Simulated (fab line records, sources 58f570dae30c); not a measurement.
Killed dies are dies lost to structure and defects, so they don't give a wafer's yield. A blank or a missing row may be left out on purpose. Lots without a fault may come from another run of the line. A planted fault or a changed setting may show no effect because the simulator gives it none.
Which tool did it? | flow berkeley_cmos170 | 14 lots, 42 wafers sampled, at 4 steps of a route of 331

WHAT THE GAUGES READ, wafer by wafer
UCB170_M3_RS_MEAS_02: measures by four-point-probe.
lot  | measured     | on            | M3_AL_RS (ohm/sq)
L921 | day 8 03:13  | film_metro-01 | 0.0323 0.0319 0.0315
L920 | day 8 08:45  | film_metro-03 | 0.0315 0.0320 0.0322
L924 | day 8 19:33  | film_metro-01 | 0.0319 0.0319 0.0322
L927 | day 9 09:19  | film_metro-01 | 0.0321 0.0317 0.0320
L926 | day 9 10:22  | film_metro-01 | 0.0322 0.0321 0.0321
L928 | day 10 00:53 | film_metro-01 | 0.0322 0.0319 0.0324
L930 | day 10 05:36 | film_metro-03 | 0.0323 0.0322 0.0322
L929 | day 10 05:01 | film_metro-03 | 0.0317 0.0316 0.0314
L932 | day 10 08:28 | film_metro-03 | 0.0318 0.0319 0.0320
L933 | day 10 05:17 | film_metro-01 | 0.0320 0.0318 0.0324
L934 | day 10 22:33 | film_metro-01 | 0.0318 0.0318 0.0319
L937 | day 11 01:09 | film_metro-01 | 0.0321 0.0318 0.0317
L939 | day 11 16:37 | film_metro-01 | 0.0321 0.0318 0.0323
L941 | day 12 02:38 | film_metro-02 | 0.0323 0.0326 0.0320

WHICH TOOL RAN EACH LOT (tool, then ch and the chambers of the sampled wafers, then the start)
lot  | UCB170_BACKSIDE_COAT_01           | UCB170_BACKSIDE_STRIP_03             | UCB170_V2_CVD_00
L921 | litho_track-01 ch 0, day 7 06:34  | plasma_asher-03 ch 0,1, day 7 06:52  | pecvd-03 ch 0,1,2, day 7 23:55
L920 | litho_track-02 ch 0, day 7 07:08  | plasma_asher-01 ch 0,1, day 7 07:26  | pecvd-04 ch 0,1,2, day 8 06:01
L924 | litho_track-01 ch 0, day 7 20:12  | plasma_asher-02 ch 0,1, day 7 20:30  | pecvd-03 ch 0,2, day 8 17:01
L927 | litho_track-02 ch 0, day 8 07:47  | plasma_asher-02 ch 0,1, day 8 08:04  | pecvd-04 ch 0,2, day 9 06:40
L926 | litho_track-03 ch 0, day 8 07:50  | plasma_asher-01 ch 0, day 8 08:08    | pecvd-01 ch 1,2, day 9 07:41
L928 | litho_track-03 ch 0, day 8 20:20  | plasma_asher-01 ch 0,1, day 8 20:38  | pecvd-04 ch 1,2, day 9 22:08
L930 | litho_track-01 ch 0, day 9 06:46  | plasma_asher-01 ch 0,1, day 9 07:04  | pecvd-04 ch 0,1,2, day 10 01:54
L929 | litho_track-02 ch 0, day 9 06:55  | plasma_asher-03 ch 0,1, day 9 07:13  | pecvd-03 ch 0,2, day 10 01:35
L932 | litho_track-01 ch 0, day 9 07:13  | plasma_asher-03 ch 0,1, day 9 07:31  | pecvd-01 ch 0,2, day 10 04:54
L933 | litho_track-02 ch 0, day 9 07:22  | plasma_asher-03 ch 0,1, day 9 07:40  | pecvd-01 ch 0,1, day 10 01:49
L934 | litho_track-01 ch 0, day 9 21:31  | plasma_asher-01 ch 0,1, day 9 21:47  | pecvd-01 ch 0,1,2, day 10 19:56
L937 | litho_track-02 ch 0, day 9 22:19  | plasma_asher-02 ch 0,1, day 9 22:37  | pecvd-04 ch 1,2, day 10 22:26
L939 | litho_track-03 ch 0, day 10 19:27 | plasma_asher-01 ch 0,1, day 10 19:45 | pecvd-04 ch 0,1,2, day 11 14:05
L941 | litho_track-03 ch 0, day 11 01:19 | plasma_asher-02 ch 0,1, day 11 01:37 | pecvd-03 ch 0,1,2, day 11 23:28
- UCB170_BACKSIDE_COAT_01: resist thk 900 nm.
- UCB170_BACKSIDE_STRIP_03: strips in O2.
- UCB170_V2_CVD_00: deposits SiO2 from TEOS/O2, target thk 2000 nm, time 253.2 s.

WHAT THE TOOLS THEMSELVES READ (means of the sampled wafers that have a number; where no wafer has one, the mark that the record gives instead)
UCB170_BACKSIDE_STRIP_03.
lot  | tool            | drypump_motor_current_A (A) | oes_product_au (a.u.) | strip_time_to_endpoint_s (s)
L921 | plasma_asher-03 | 5.9                         | 0.734                 | 22.01
L920 | plasma_asher-01 | 6.2                         | 0.741                 | 22.00
L924 | plasma_asher-02 | 6.3                         | 0.731                 | 21.99
L927 | plasma_asher-02 | 5.7                         | 0.731                 | 21.86
L926 | plasma_asher-01 | 6.0                         | 0.733                 | 21.98
L928 | plasma_asher-01 | 6.3                         | 0.733                 | 21.93
L930 | plasma_asher-01 | 6.4                         | 0.733                 | 21.93
L929 | plasma_asher-03 | 5.9                         | 0.736                 | 21.95
L932 | plasma_asher-03 | 5.9                         | 0.737                 | 24.36
L933 | plasma_asher-03 | 5.9                         | 0.728                 | 21.99
L934 | plasma_asher-01 | 6.2                         | 0.732                 | 24.42
L937 | plasma_asher-02 | 6.3                         | 0.738                 | 21.99
L939 | plasma_asher-01 | 6.3                         | 0.731                 | 21.99
L941 | plasma_asher-02 | 5.7                         | 0.737                 | 21.99

UCB170_V2_CVD_00.
lot  | tool     | heater_power_w (W)
L921 | pecvd-03 | 261
L920 | pecvd-04 | 319
L924 | pecvd-03 | 253
L927 | pecvd-04 | 264
L926 | pecvd-01 | 300
L928 | pecvd-04 | 345
L930 | pecvd-04 | 278
L929 | pecvd-03 | 274
L932 | pecvd-01 | 320
L933 | pecvd-01 | 330
L934 | pecvd-01 | 310
L937 | pecvd-04 | 318
L939 | pecvd-04 | 307
L941 | pecvd-03 | 254

THE ANSWER, worked out from the rows above alone
Rule: what is usual is taken from the lots themselves. Put in order of their means at a reading, lots are off if they are a third of the lots or fewer, leave a main group of 4 or more, and stand apart from it by a gap of 3 or more times the standard deviation of the main group's means; of several such gaps the widest counts. A main group whose means are all the same, to the digits that the tables above print for the reading, isn't used. A lot without any number at a reading at which 4 lots or more have one is off too. The other lots that the step has rows for count as sound. The gauges are gone through in route order, then the tools' own readings, and for those a lot's mean is taken as printed above. The first step at which some lot is off is used, and at that step the reading that is off furthest; a lot without a number counts as furthest.
Off: L932, L934, at UCB170_BACKSIDE_STRIP_03 (strip_time_to_endpoint_s). The main group: mean 21.97 s, standard deviation 0.041.
A tool fits if, at that step or a process step before it, it ran every lot that is off, and no sound lot after the first of them. One fits: litho_track-01 at UCB170_BACKSIDE_COAT_01. Its last sound lot is L930 (day 9 06:46), its first lot that is off L932 (day 9 07:13): a fault that began between those two fits.

WHAT THE SIMULATOR HAD PUT IN
Process parameter drift: litho_track-01, from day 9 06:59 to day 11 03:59, at UCB170_BACKSIDE_COAT_01. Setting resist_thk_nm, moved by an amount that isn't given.
Lots struck among those shown: L932, L934. The rule above found the same.
